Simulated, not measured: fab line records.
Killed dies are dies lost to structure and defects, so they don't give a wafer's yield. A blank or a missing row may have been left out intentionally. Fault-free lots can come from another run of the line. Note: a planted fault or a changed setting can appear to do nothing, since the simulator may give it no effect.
fab line records	flow berkeley-cmos170
record lots=24	wafers=72	last-day=12
route steps=331 shown START@4 NWELL@19 WELLDRIVE@57 ACTIVE@75 GATE@136 M3@325
lots with no fault: from the same line, run without faults
start-h: the number of hours between the record's first day and the start of the first shown wafer of the lot	wait-h: hours from the lot's prior step to this one	" the same as in the row above	L1.1+2: a single row standing in for several wafers	- no value, or no start was given	* or withheld: withheld	< > ~ a bound
route shown NAME@n: names a module that has steps shown in the file, with the first one's number in the route	usual: mean/standard deviation taken from wafers without a fault	same: alike in all rows	chamber/n: place in a boat	sites: each site's reading	_std_site: the values' standard deviation	_edge_site: mean of outer sites minus mean of inner sites	radius-mm: how far each site lies from the wafer's centre	mask NAME#n: copy n	behind: the tool/chamber that last shaped the wafer	hold: what put the lot on hold/how long, in hours/how the hold closed	device: which transistor (n, p or np) failed to switch	end of line: the tests these same wafers got at the end of their route	for a step that has no rows: nothing shown but its recipe	killed: at the first sort, the dies lost to defects and structure; wafer yield is something else	map: dies across one wafer; x = killed, . = not, _ = none there
set.NAME: the setting as run; set.NAME@STEP: as run at that earlier step	model.NAME: the simulator's own value behind a step, which no gauge read
a sample of lots followed through the steps of the route, with each step as a table and each wafer as a row
services: the hour from which a tool's chamber was out of use, counted from the record's first day as start-h (under 0 if before that day), plus the number of hours and why
## steps
# step UCB170_START_THK_MEAS_03
# recipe reads=SiO2_of_START_OXIDATION_02
# usual START_OXIDE_THK=18.4/0.38
lot.wafer	tool	chamber	start-h	wait-h	START_OXIDE_THK[nm]
L074.1	film-metro-01	-	14.08	0.0	18.4
L074.3	"	-	"	"	18.3
L074.6	"	-	"	"	18.2
L075.1	film-metro-03	-	20.78	0.0	18.3
L075.3	"	-	"	"	18.7
L075.5	"	-	"	"	18.2
L076.3	film-metro-01	-	23.77	0.0	18.6
L076.4	"	-	"	"	18.4
L076.6	"	-	"	"	18.4
L077.1	film-metro-01	-	28.12	0.0	18.9
L077.3	"	-	"	"	18.9
L077.5	"	-	"	"	18.3
L078.1	film-metro-03	-	35.20	0.0	18.2
L078.3	"	-	"	"	18.5
L078.5	"	-	"	"	18.5
L079.1	film-metro-03	-	38.28	0.0	18.2
L079.4	"	-	"	"	18.5
L079.5	"	-	"	"	18.2
L080.1	film-metro-03	-	43.95	0.0	18.5
L080.2	"	-	"	"	18.4
L080.3	"	-	"	"	18.8
L081.2	film-metro-03	-	51.33	0.0	18.6
L081.4	"	-	"	"	18.7
L081.5	"	-	"	"	18.7
L082.3	film-metro-02	-	56.25	0.0	18.2
L082.4	"	-	"	"	18.0
L082.6	"	-	"	"	18.5
L083.1	film-metro-02	-	60.58	0.0	18.4
L083.3	"	-	"	"	18.8
L083.4	"	-	"	"	18.0
L084.2	film-metro-01	-	66.34	0.0	17.8
L084.5	"	-	"	"	18.0
L084.6	"	-	"	"	18.3
L085.1	film-metro-01	-	69.19	0.0	18.6
L085.2	"	-	"	"	18.6
L085.5	"	-	"	"	18.7
L086.3	film-metro-03	-	74.78	0.0	18.9
L086.4	"	-	"	"	18.8
L086.6	"	-	"	"	19.0
L087.1	film-metro-03	-	80.82	0.0	18.8
L087.3	"	-	"	"	18.6
L087.6	"	-	"	"	18.2
L088.1	film-metro-03	-	84.98	0.0	17.7
L088.3	"	-	"	"	17.8
L088.5	"	-	"	"	17.6
L089.1	film-metro-02	-	89.23	0.0	18.1
L089.3	"	-	"	"	18.6
L089.4	"	-	"	"	18.1
L090.2	film-metro-01	-	92.43	0.0	18.5
L090.5	"	-	"	"	18.4
L090.6	"	-	"	"	18.3
L091.1	film-metro-01	-	98.62	0.0	18.1
L091.2	"	-	"	"	18.6
L091.6	"	-	"	"	18.1
L092.1	film-metro-02	-	103.12	0.0	17.4
L092.3	"	-	"	"	18.0
L092.4	"	-	"	"	17.4
L093.1	film-metro-02	-	107.42	0.0	18.4
L093.2	"	-	"	"	18.7
L093.5	"	-	"	"	18.4
L094.3	film-metro-02	-	114.46	0.0	17.3
L094.4	"	-	"	"	17.7
L094.5	"	-	"	"	18.0
L095.3	film-metro-03	-	120.27	0.0	18.8
L095.5	"	-	"	"	18.7
L095.6	"	-	"	"	19.0
L096.4	film-metro-01	-	124.36	0.0	18.2
L096.5	"	-	"	"	19.0
L096.6	"	-	"	"	18.3
L097.2	film-metro-01	-	129.32	0.0	18.4
L097.3	"	-	"	"	18.2
L097.5	"	-	"	"	18.7
# step UCB170_NWELL_THK_MEAS_05
# recipe reads=Si3N4_of_NWELL_CVD_04
# usual NWELL_NITRIDE_THK=223.7/1.6
lot.wafer	tool	chamber	start-h	wait-h	NWELL_NITRIDE_THK[nm]
L074.1	film-metro-04	-	30.78	0.0	224.4
L074.3	"	-	"	"	225.1
L074.6	"	-	"	"	224.4
L076.3	film-metro-04	-	38.40	0.0	224.1
L076.4	"	-	"	"	222.2
L076.6	"	-	"	"	223.2
L075.1	film-metro-02	-	38.43	0.1	222.8
L075.3	"	-	"	"	222.5
L075.5	"	-	"	"	223.0
L077.1	film-metro-04	-	44.50	0.0	220.6
L077.3	"	-	"	"	221.3
L077.5	"	-	"	"	222.1
L078.1	film-metro-02	-	52.87	0.0	221.1
L078.3	"	-	"	"	223.0
L078.5	"	-	"	"	224.1
L079.1	film-metro-01	-	52.87	0.0	222.5
L079.4	"	-	"	"	220.0
L079.5	"	-	"	"	221.3
L080.1	film-metro-04	-	65.69	0.0	224.8
L080.2	"	-	"	"	223.5
L080.3	"	-	"	"	224.4
L081.2	film-metro-01	-	71.17	0.0	223.1
L081.4	"	-	"	"	223.2
L081.5	"	-	"	"	224.4
L082.3	film-metro-04	-	71.18	0.0	227.2
L082.4	"	-	"	"	222.3
L082.6	"	-	"	"	223.7
L083.1	film-metro-04	-	81.00	0.0	220.7
L083.3	"	-	"	"	221.1
L083.4	"	-	"	"	222.0
L084.2	film-metro-01	-	81.01	0.0	222.9
L084.5	"	-	"	"	223.2
L084.6	"	-	"	"	222.2
L085.1	film-metro-01	-	87.83	0.0	225.8
L085.2	"	-	"	"	228.9
L085.5	"	-	"	"	224.1
L086.3	film-metro-04	-	87.85	0.0	224.7
L086.4	"	-	"	"	223.2
L086.6	"	-	"	"	221.7
L087.1	film-metro-04	-	95.12	0.0	224.5
L087.3	"	-	"	"	224.8
L087.6	"	-	"	"	225.2
L088.1	film-metro-01	-	99.17	0.0	223.5
L088.3	"	-	"	"	224.5
L088.5	"	-	"	"	223.8
L089.1	film-metro-01	-	100.75	0.0	222.9
L089.3	"	-	"	"	223.0
L089.4	"	-	"	"	224.5
L090.2	film-metro-01	-	103.86	0.0	227.4
L090.5	"	-	"	"	223.2
L090.6	"	-	"	"	224.2
L091.1	film-metro-01	-	113.48	0.0	225.9
L091.2	"	-	"	"	226.5
L091.6	"	-	"	"	228.2
L092.1	film-metro-02	-	118.97	0.0	222.9
L092.3	"	-	"	"	223.0
L092.4	"	-	"	"	222.7
L093.1	film-metro-02	-	122.82	0.0	223.5
L093.2	"	-	"	"	224.2
L093.5	"	-	"	"	224.9
L094.3	film-metro-02	-	131.07	0.0	222.5
L094.4	"	-	"	"	222.8
L094.5	"	-	"	"	223.9
L095.3	film-metro-04	-	136.69	0.0	224.5
L095.5	"	-	"	"	223.5
L095.6	"	-	"	"	224.5
L096.4	film-metro-04	-	144.72	0.0	224.5
L096.5	"	-	"	"	224.2
L096.6	"	-	"	"	222.9
L097.2	film-metro-01	-	150.63	0.0	222.6
L097.3	"	-	"	"	222.8
L097.5	"	-	"	"	224.2
# step UCB170_WELLDRIVE_THK_MEAS_02
# recipe reads=SiO2_of_WELLDRIVE_OXIDATION_01
# usual WELLDRIVE_OXIDE_THK=207/4
lot.wafer	tool	chamber	start-h	wait-h	WELLDRIVE_OXIDE_THK[nm]
L074.1	film-metro-01	-	62.50	0.0	212
L074.3	"	-	"	"	212
L074.6	"	-	"	"	212
L075.1	film-metro-01	-	69.93	0.0	210
L075.3	"	-	"	"	209
L075.5	"	-	"	"	209
L076.3	film-metro-03	-	69.95	0.0	208
L076.4	"	-	"	"	210
L076.6	"	-	"	"	209
L077.1	film-metro-01	-	75.10	0.0	208
L077.3	"	-	"	"	211
L077.5	"	-	"	"	212
L078.1	film-metro-04	-	84.32	0.0	207
L078.3	"	-	"	"	209
L078.5	"	-	"	"	207
L079.1	film-metro-01	-	84.32	0.0	205
L079.4	"	-	"	"	204
L079.5	"	-	"	"	207
L080.1	film-metro-01	-	95.17	0.0	206
L080.2	"	-	"	"	206
L080.3	"	-	"	"	206
L081.2	film-metro-04	-	103.35	0.0	209
L081.4	"	-	"	"	211
L081.5	"	-	"	"	212
L082.3	film-metro-03	-	103.36	0.0	212
L082.4	"	-	"	"	211
L082.6	"	-	"	"	209
L083.1	film-metro-03	-	110.60	0.0	203
L083.3	"	-	"	"	203
L083.4	"	-	"	"	204
L084.2	film-metro-04	-	110.61	0.0	203
L084.5	"	-	"	"	201
L084.6	"	-	"	"	203
L085.1	film-metro-01	-	114.10	0.0	200
L085.2	"	-	"	"	198
L085.5	"	-	"	"	197
L086.3	film-metro-04	-	114.12	0.0	202
L086.4	"	-	"	"	201
L086.6	"	-	"	"	203
L087.1	film-metro-01	-	122.10	0.0	208
L087.3	"	-	"	"	206
L087.6	"	-	"	"	203
L090.2	film-metro-03	-	132.63	0.0	212
L090.5	"	-	"	"	208
L090.6	"	-	"	"	207
L088.1	film-metro-04	-	137.57	0.0	209
L088.3	"	-	"	"	211
L088.5	"	-	"	"	207
L089.1	film-metro-01	-	137.57	0.0	213
L089.3	"	-	"	"	212
L089.4	"	-	"	"	208
L091.1	film-metro-01	-	146.31	0.1	201
L091.2	"	-	"	"	203
L091.6	"	-	"	"	204
L092.1	film-metro-01	-	153.97	0.0	207
L092.3	"	-	"	"	207
L092.4	"	-	"	"	206
L093.1	film-metro-03	-	158.05	0.0	205
L093.2	"	-	"	"	208
L093.5	"	-	"	"	208
L094.3	film-metro-04	-	164.17	0.0	204
L094.4	"	-	"	"	206
L094.5	"	-	"	"	206
L095.3	film-metro-04	-	167.67	0.0	201
L095.5	"	-	"	"	201
L095.6	"	-	"	"	203
L096.4	film-metro-01	-	176.28	0.0	208
L096.5	"	-	"	"	205
L096.6	"	-	"	"	207
L097.2	film-metro-03	-	181.45	0.0	213
L097.3	"	-	"	"	214
L097.5	"	-	"	"	208
# step UCB170_ACTIVE_ETCH_15
# recipe chemistry=CH3F/Ar/O2	target=Si3N4	stop-on=SiO2	CH3F_flow_sccm=20	Ar_flow_sccm=50	O2_flow_sccm=7	pressure-mtorr=50	rf-w=450	target-depth-a=2420	over-etch-frac=0.1	time-s=151
# usual drypump-motor-current-A=5.5/0.4	oes-product-au=0.949/0.018	throttle-valve-pct=8.07/0.11
# same time-s=151
lot.wafer	tool	chamber	start-h	wait-h	drypump-motor-current-A	oes-product-au	rf-hours-counter-h	throttle-valve-pct
L074.1	rie-diel-04	2	79.19	0.0	5.6	0.936	96	7.94
L074.3	"	0	"	"	5.6	0.939	15	7.83
L074.6	"	0	"	"	5.6	0.936	-	7.84
L076.3	rie-diel-02	2	89.99	0.0	5.8	0.934	44	8.10
L076.4	"	1	"	"	4.9	0.955	104	8.08
L076.6	"	2	"	"	5.8	0.931	-	8.08
L075.1	rie-diel-04	2	90.21	0.0	5.6	0.924	97	7.95
L075.3	"	0	"	"	5.6	0.931	15	7.85
L075.5	"	1	"	"	5.0	0.912	-	8.22
L077.1	rie-diel-03	3	90.49	0.0	5.6	0.945	92	8.05
L077.3	"	0	"	"	5.8	0.948	96	7.87
L077.5	"	0	"	"	5.8	0.932	-	7.85
L078.1	rie-diel-02	0	98.42	0.0	4.9	0.974	32	8.19
L078.3	"	2	"	"	5.8	0.939	44	8.08
L078.5	"	2	"	"	5.8	0.933	-	8.09
L079.1	rie-diel-03	3	102.36	0.0	5.5	0.951	92	8.03
L079.4	"	1	"	"	6.2	0.975	1	8.13
L079.5	"	1	"	"	6.2	0.971	-	8.10
L080.1	rie-diel-02	1	107.56	0.0	4.9	0.949	106	8.07
L080.2	"	0	"	"	4.9	0.970	33	8.19
L080.3	"	3	"	"	5.8	0.966	124	8.15
L081.2	rie-diel-02	1	121.03	0.0	4.9	0.942	106	8.07
L081.4	"	2	"	"	5.8	0.937	46	8.09
L081.5	"	3	"	"	5.8	0.961	-	8.12
L082.3	rie-diel-04	1	121.04	0.0	4.9	0.916	1	8.19
L082.4	"	2	"	"	5.6	0.942	98	7.97
L082.6	"	2	"	"	5.6	0.942	-	7.96
L084.2	rie-diel-02	0	125.81	0.0	4.9	0.971	33	8.18
L084.5	"	2	"	"	5.8	0.928	-	8.09
L084.6	"	1	"	"	4.9	0.944	-	8.06
L086.3	rie-diel-04	3	125.92	0.0	5.1	0.923	62	8.23
L086.4	"	2	"	"	5.6	0.947	98	7.95
L086.6	"	3	"	"	5.1	0.912	-	8.24
L083.1	rie-diel-02	3	126.53	0.0	5.8	0.977	125	8.13
L083.3	"	2	"	"	5.8	0.939	46	8.09
L083.4	"	0	"	"	5.0	0.973	33	8.18
L085.1	rie-diel-03	3	126.59	0.0	5.6	0.956	93	8.06
L085.2	"	1	"	"	6.2	0.981	1	8.13
L085.5	"	1	"	"	6.1	0.976	-	8.12
L087.1	rie-diel-04	3	140.13	0.0	5.1	0.922	63	8.25
L087.3	"	0	"	"	5.6	0.943	18	7.84
L087.6	"	2	"	"	5.6	0.943	-	7.96
L090.2	rie-diel-03	2	153.78	0.0	5.6	0.947	55	8.04
L090.5	"	2	"	"	5.6	0.962	-	8.05
L090.6	"	3	"	"	5.5	0.950	-	8.05
L088.1	rie-diel-04	2	158.23	0.0	5.6	0.941	100	7.95
L088.3	"	1	"	"	4.9	0.925	3	8.19
L088.5	"	3	"	"	5.1	0.919	-	8.24
L089.1	rie-diel-03	0	158.39	0.0	5.8	0.951	98	7.86
L089.3	"	3	"	"	5.5	0.954	94	8.05
L089.4	"	1	"	"	6.2	0.970	3	8.12
L091.1	rie-diel-02	0	162.62	0.0	4.9	0.962	35	8.17
L091.2	"	1	"	"	4.9	0.952	108	8.07
L091.6	"	0	"	"	4.9	0.973	-	8.19
L092.1	rie-diel-02	0	170.72	0.0	4.9	0.971	36	8.18
L092.3	"	1	"	"	5.0	0.940	109	8.06
L092.4	"	3	"	"	5.8	0.970	127	8.12
L093.1	rie-diel-03	2	174.68	0.0	5.6	0.945	55	8.04
L093.2	"	0	"	"	5.8	0.955	98	7.87
L093.5	"	0	"	"	5.8	0.951	-	7.86
L094.3	rie-diel-03	2	182.15	0.0	5.6	0.945	56	8.04
L094.4	"	1	"	"	6.1	0.972	4	8.12
L094.5	"	3	"	"	5.5	0.957	-	8.04
L095.3	rie-diel-02	3	182.39	0.0	5.8	0.972	128	8.13
L095.5	"	3	"	"	5.8	0.972	-	8.13
L095.6	"	0	"	"	4.9	0.969	-	8.20
L097.2	rie-diel-03	0	199.68	0.0	5.8	0.939	99	7.85
L097.3	"	2	"	"	5.6	0.946	56	8.05
L097.5	"	0	"	"	5.8	0.951	-	7.86
L096.4	rie-diel-02	0	199.77	0.1	4.9	0.963	-	8.19
L096.5	"	3	"	"	5.8	0.964	-	8.14
L096.6	"	1	"	"	4.9	0.942	-	8.06
# step UCB170_GATE_PEB_10
# recipe peb-temp-c=130	peb-time-s=withheld	resist=KrF
# usual plate-sensor-t-centre-C=131.41/0.011	plate-sensor-t-edge-C=131.53/0.011
lot.wafer	tool	chamber	start-h	wait-h	plate-sensor-t-centre-C	plate-sensor-t-edge-C
L074.1	litho-track-03	0	118.07	0.4	131.39	131.55
L074.3	"	0	"	"	131.41	131.54
L074.6	"	0	"	"	131.4	131.53
L077.1	litho-track-03	0	-	-	131.41	131.54
L077.3	"	0	"	"	131.42	131.56
L077.5	"	0	"	"	131.4	131.53
L075.1	litho-track-04	0	-	-	131.42	131.52
L075.3	"	0	"	"	131.41	131.54
L075.5	"	0	"	"	131.4	131.54
L076.3	litho-track-03	0	-	-	131.4	131.52
L076.4	"	0	"	"	131.42	131.54
L076.6	"	0	"	"	131.41	131.53
L078.1	litho-track-04	0	146.72	0.1	131.41	131.53
L078.3	"	0	"	"	131.41	131.53
L078.5	"	0	"	"	131.4	131.54
L079.1	litho-track-03	0	146.96	0.1	131.42	131.53
L079.4	"	0	"	"	131.41	131.53
L079.5	"	0	"	"	131.41	131.54
L080.1	litho-track-03	0	154.78	0.1	131.4	131.52
L080.2	"	0	"	"	131.41	131.52
L080.3	"	0	"	"	131.41	131.55
L082.3	litho-track-03	0	166.90	0.1	131.42	131.55
L082.4	"	0	"	"	131.42	131.53
L082.6	"	0	"	"	131.4	131.51
L081.2	litho-track-01	0	167.12	0.1	131.41	131.54
L081.4	"	0	"	"	131.41	131.52
L081.5	"	0	"	"	131.41	131.53
L086.3	litho-track-04	0	175.85	0.3	131.4	131.53
L086.4	"	0	"	"	131.4	131.53
L086.6	"	0	"	"	131.43	131.52
L083.1	litho-track-01	0	175.98	0.2	131.4	131.55
L083.3	"	0	"	"	131.42	131.53
L083.4	"	0	"	"	131.41	131.52
L085.1	litho-track-04	0	176.08	0.2	131.41	131.51
L085.2	"	0	"	"	131.4	131.52
L085.5	"	0	"	"	131.41	131.53
L084.2	litho-track-01	0	176.28	0.1	131.41	131.52
L084.5	"	0	"	"	131.41	131.53
L084.6	"	0	"	"	131.4	131.52
L087.1	litho-track-03	0	185.70	0.1	131.41	131.52
L087.3	"	0	"	"	131.42	131.52
L087.6	"	0	"	"	131.43	131.54
L090.2	litho-track-01	0	204.42	0.1	131.4	131.52
L090.5	"	0	"	"	131.41	131.54
L090.6	"	0	"	"	131.39	131.55
L088.1	litho-track-03	0	204.73	0.2	131.42	131.53
L088.3	"	0	"	"	131.41	131.53
L088.5	"	0	"	"	131.41	131.52
L089.1	litho-track-03	0	205.00	0.3	131.41	131.54
L089.3	"	0	"	"	131.41	131.55
L089.4	"	0	"	"	131.42	131.55
L091.1	litho-track-03	0	209.47	0.1	131.39	131.54
L091.2	"	0	"	"	131.42	131.54
L091.6	"	0	"	"	131.4	131.52
L092.1	litho-track-03	0	216.44	0.1	131.39	131.52
L092.3	"	0	"	"	131.41	131.51
L092.4	"	0	"	"	131.42	131.52
L093.1	litho-track-01	0	228.50	0.1	131.41	131.52
L093.2	"	0	"	"	131.4	131.54
L093.5	"	0	"	"	131.42	131.52
L095.3	litho-track-04	0	236.18	0.3	131.43	131.52
L095.5	"	0	"	"	131.41	131.53
L095.6	"	0	"	"	131.41	131.55
L094.3	litho-track-03	0	236.26	0.1	131.39	131.52
L094.4	"	0	"	"	131.4	131.53
L094.5	"	0	"	"	131.42	131.53
L096.4	litho-track-03	0	245.22	0.1	131.4	131.51
L096.5	"	0	"	"	131.41	131.52
L096.6	"	0	"	"	131.41	131.53
L097.2	litho-track-03	0	245.53	0.1	131.41	131.52
L097.3	"	0	"	"	131.41	131.54
L097.5	"	0	"	"	131.41	131.52
# step UCB170_M3_OVL_MEAS_16
# usual M3_OVL=-1/4.6
lot.wafer	tool	chamber	start-h	wait-h	M3_OVL[nm]
L074.1	overlay-02	-	158.12	0.1	2
L074.3	"	-	"	"	0
L074.6	"	-	"	"	-1
L077.1	overlay-01	-	168.33	0.1	-2
L077.3	"	-	"	"	2
L077.5	"	-	"	"	7
L076.3	overlay-02	-	169.40	0.1	0
L076.4	"	-	"	"	-2
L076.6	"	-	"	"	1
L075.1	overlay-01	-	169.94	0.1	4
L075.3	"	-	"	"	-1
L075.5	"	-	"	"	0
L078.1	overlay-02	-	183.95	0.1	0
L078.3	"	-	"	"	5
L078.5	"	-	"	"	3
L079.1	overlay-01	-	184.29	0.1	0
L079.4	"	-	"	"	-1
L079.5	"	-	"	"	-5
L080.1	overlay-02	-	194.91	0.1	-8
L080.2	"	-	"	"	-1
L080.3	"	-	"	"	3
L081.2	overlay-02	-	203.59	0.1	5
L081.4	"	-	"	"	4
L081.5	"	-	"	"	10
L082.3	overlay-01	-	204.44	0.1	13
L082.4	"	-	"	"	4
L082.6	"	-	"	"	-1
L083.1	overlay-02	-	213.85	0.1	-8
L083.3	"	-	"	"	4
L083.4	"	-	"	"	-2
L084.2	overlay-02	-	214.13	0.1	-3
L084.5	"	-	"	"	-10
L084.6	"	-	"	"	-3
L086.3	overlay-01	-	214.41	0.1	-2
L086.4	"	-	"	"	-6
L086.6	"	-	"	"	2
L085.1	overlay-01	-	214.84	0.1	-8
L085.2	"	-	"	"	-11
L085.5	"	-	"	"	-7
L087.1	overlay-02	-	228.05	0.1	-2
L087.3	"	-	"	"	1
L087.6	"	-	"	"	-6
L090.2	overlay-01	-	242.94	0.1	0
L090.5	"	-	"	"	3
L090.6	"	-	"	"	1
L089.1	overlay-02	-	243.20	0.1	-5
L089.3	"	-	"	"	1
L089.4	"	-	"	"	-6
L088.1	overlay-01	-	243.54	0.1	-5
L088.3	"	-	"	"	-9
L088.5	"	-	"	"	-7
L091.1	overlay-02	-	244.42	0.1	3
L091.2	"	-	"	"	4
L091.6	"	-	"	"	-5
L092.1	overlay-01	-	260.41	0.1	-2
L092.3	"	-	"	"	-3
L092.4	"	-	"	"	1
L093.1	overlay-02	-	269.76	0.1	3
L093.2	"	-	"	"	3
L093.5	"	-	"	"	2
L095.3	overlay-02	-	275.48	0.1	-4
L095.5	"	-	"	"	0
L095.6	"	-	"	"	0
L094.3	overlay-01	-	276.19	0.1	-2
L094.4	"	-	"	"	1
L094.5	"	-	"	"	-1
L096.4	overlay-01	-	287.38	0.1	-5
L096.5	"	-	"	"	0
L096.6	"	-	"	"	-4
L097.2	overlay-01	-	288.50	0.1	-2
L097.3	"	-	"	"	-11
L097.5	"	-	"	"	-9
## services
tool	chamber	start-h	hours	kind
rie-diel-04	1	60.30	9.7	repair
rie-diel-03	1	65.85	-	clean
rie-diel-03	1	65.85	20.3	scheduled-down
rie-diel-03	1	65.85	20.3	vent-cycle
rie-diel-04	1	73.09	-	clean
rie-diel-04	1	73.09	16.6	scheduled-down
rie-diel-04	1	73.09	16.6	vent-cycle
rie-diel-02	0	74.47	2.4	repair
rie-diel-03	0	148.56	7.9	repair
rie-diel-02	2	174.30	11.2	repair
rie-diel-02	0	185.32	1.3	repair
rie-diel-02	0	188.46	7.2	repair
rie-diel-02	2	197.88	4.0	repair
rie-diel-04	1	205.34	3.3	repair
rie-diel-02	-	244.89	2.8	pm
rie-diel-03	-	245.44	2.7	repair
## key
fault none
